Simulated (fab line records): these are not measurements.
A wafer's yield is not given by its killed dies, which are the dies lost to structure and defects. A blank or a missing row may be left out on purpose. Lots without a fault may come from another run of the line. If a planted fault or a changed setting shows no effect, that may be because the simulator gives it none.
Tool commonality check + flow ritCmos + Sample size 14 lots and 42 wafers

== WHY IT WAS OPENED ==
2 of 14 lots carry a flag on the reading PSD_RS at RIT_SDANNEAL_RS_MEAS_04. Fault-free wafers read 115.82 ohm/sq, with a standard deviation of 0.29.
Rule: a lot gets a flag if all its wafers with a number sit over 4 standard deviations from that mean, or if no wafer of it has a number. The rest of the lots are taken to be sound.

| lot  | measured    | on           | PSD_RS (ohm/sq), wafer by wafer | flag    |
|------|-------------|--------------|---------------------------------|---------|
| L215 | day 3 12:18 | filmMetro-01 | 115.73 116.03 116.03            |         |
| L216 | day 3 16:55 | filmMetro-04 | 115.23 115.83 115.80            |         |
| L217 | day 3 18:37 | filmMetro-04 | 115.99 115.93 115.79            |         |
| L218 | day 4 02:22 | filmMetro-04 | 116.41 115.95 116.64            |         |
| L220 | day 4 10:04 | filmMetro-04 | 115.50 115.65 115.47            |         |
| L221 | day 4 13:20 | filmMetro-04 | 115.86 115.84 115.42            |         |
| L222 | day 4 22:26 | filmMetro-03 | 115.84 116.06 115.79            |         |
| L224 | day 5 07:53 | filmMetro-04 | 115.75 115.63 115.89            |         |
| L226 | day 5 18:58 | filmMetro-01 | 120.34 120.49 120.58            | FLAGGED |
| L229 | day 6 06:11 | filmMetro-03 | 120.23 120.24 120.13            | FLAGGED |
| L231 | day 6 15:37 | filmMetro-04 | 115.34 115.64 115.22            |         |
| L234 | day 7 10:50 | filmMetro-01 | 116.22 116.02 116.21            |         |
| L235 | day 7 12:32 | filmMetro-01 | 115.71 115.70 115.48            |         |
| L237 | day 7 22:04 | filmMetro-04 | 115.68 115.34 115.72            |         |
The mean of the flagged lots' numbers is 120.33 ohm/sq, +4.52 ohm/sq from the usual (+16 standard deviations).

== TOOL THAT RAN EACH LOT ==
The record holds 1 process step before the reading, out of a route of 202 steps. Every cell lists first the tool, next ch and the chambers used by the sampled wafers, and last the start.
| lot  | flag    | RIT_PSD_IMPLANT_08             |
|------|---------|--------------------------------|
| L215 |         | implanter-02 ch 0, day 3 11:29 |
| L216 |         | implanter-03 ch 0, day 3 16:06 |
| L217 |         | implanter-03 ch 0, day 3 17:47 |
| L218 |         | implanter-03 ch 0, day 4 01:32 |
| L220 |         | implanter-03 ch 0, day 4 09:14 |
| L221 |         | implanter-01 ch 0, day 4 12:30 |
| L222 |         | implanter-01 ch 0, day 4 21:38 |
| L224 |         | implanter-01 ch 0, day 5 07:04 |
| L226 | FLAGGED | implanter-03 ch 0, day 5 18:10 |
| L229 | FLAGGED | implanter-03 ch 0, day 6 05:22 |
| L231 |         | implanter-01 ch 0, day 6 14:48 |
| L234 |         | implanter-01 ch 0, day 7 09:59 |
| L235 |         | implanter-02 ch 0, day 7 11:43 |
| L237 |         | implanter-01 ch 0, day 7 21:13 |
These steps, and what they do:
- RIT_PSD_IMPLANT_08
- RIT_SDANNEAL_RS_MEAS_04: measures by four-point-probe.

== FLAGGED AGAINST TOTAL, ONE TOOL AT A TIME (gauges that did the reading follow at the end) ==
| step                    | tool         | lots run | flagged | share of the flagged lots | sound lots run after its first flagged lot |
|-------------------------|--------------|----------|---------|---------------------------|--------------------------------------------|
| RIT_PSD_IMPLANT_08      | implanter-01 | 6        | 0       | none                      | -                                          |
| RIT_PSD_IMPLANT_08      | implanter-02 | 2        | 0       | none                      | -                                          |
| RIT_PSD_IMPLANT_08      | implanter-03 | 6        | 2       | all                       | 0                                          |
| RIT_SDANNEAL_RS_MEAS_04 | filmMetro-01 | 4        | 1       | some                      | 2 (L234,L235)                              |
| RIT_SDANNEAL_RS_MEAS_04 | filmMetro-03 | 2        | 1       | some                      | 0                                          |
| RIT_SDANNEAL_RS_MEAS_04 | filmMetro-04 | 8        | 0       | none                      | -                                          |

== WHAT IS ALLOWED BY THE TABLE ==
Rows of the table that ran each flagged lot: 1, that is implanter-03 at RIT_PSD_IMPLANT_08.
- implanter-03 at RIT_PSD_IMPLANT_08 ran 6 lots, 2 of them flagged. A fault beginning between L220 (day 4 09:14), its last sound lot, and L226 (day 5 18:10), its first flagged one, fits the data. Its own readings (beamEnergyKeV) fall more than 4 standard deviations out on all wafers of the flagged lots.
One tool is left: implanter-03 at RIT_PSD_IMPLANT_08.

== WHAT WAS PUT IN BY THE SIMULATOR ==
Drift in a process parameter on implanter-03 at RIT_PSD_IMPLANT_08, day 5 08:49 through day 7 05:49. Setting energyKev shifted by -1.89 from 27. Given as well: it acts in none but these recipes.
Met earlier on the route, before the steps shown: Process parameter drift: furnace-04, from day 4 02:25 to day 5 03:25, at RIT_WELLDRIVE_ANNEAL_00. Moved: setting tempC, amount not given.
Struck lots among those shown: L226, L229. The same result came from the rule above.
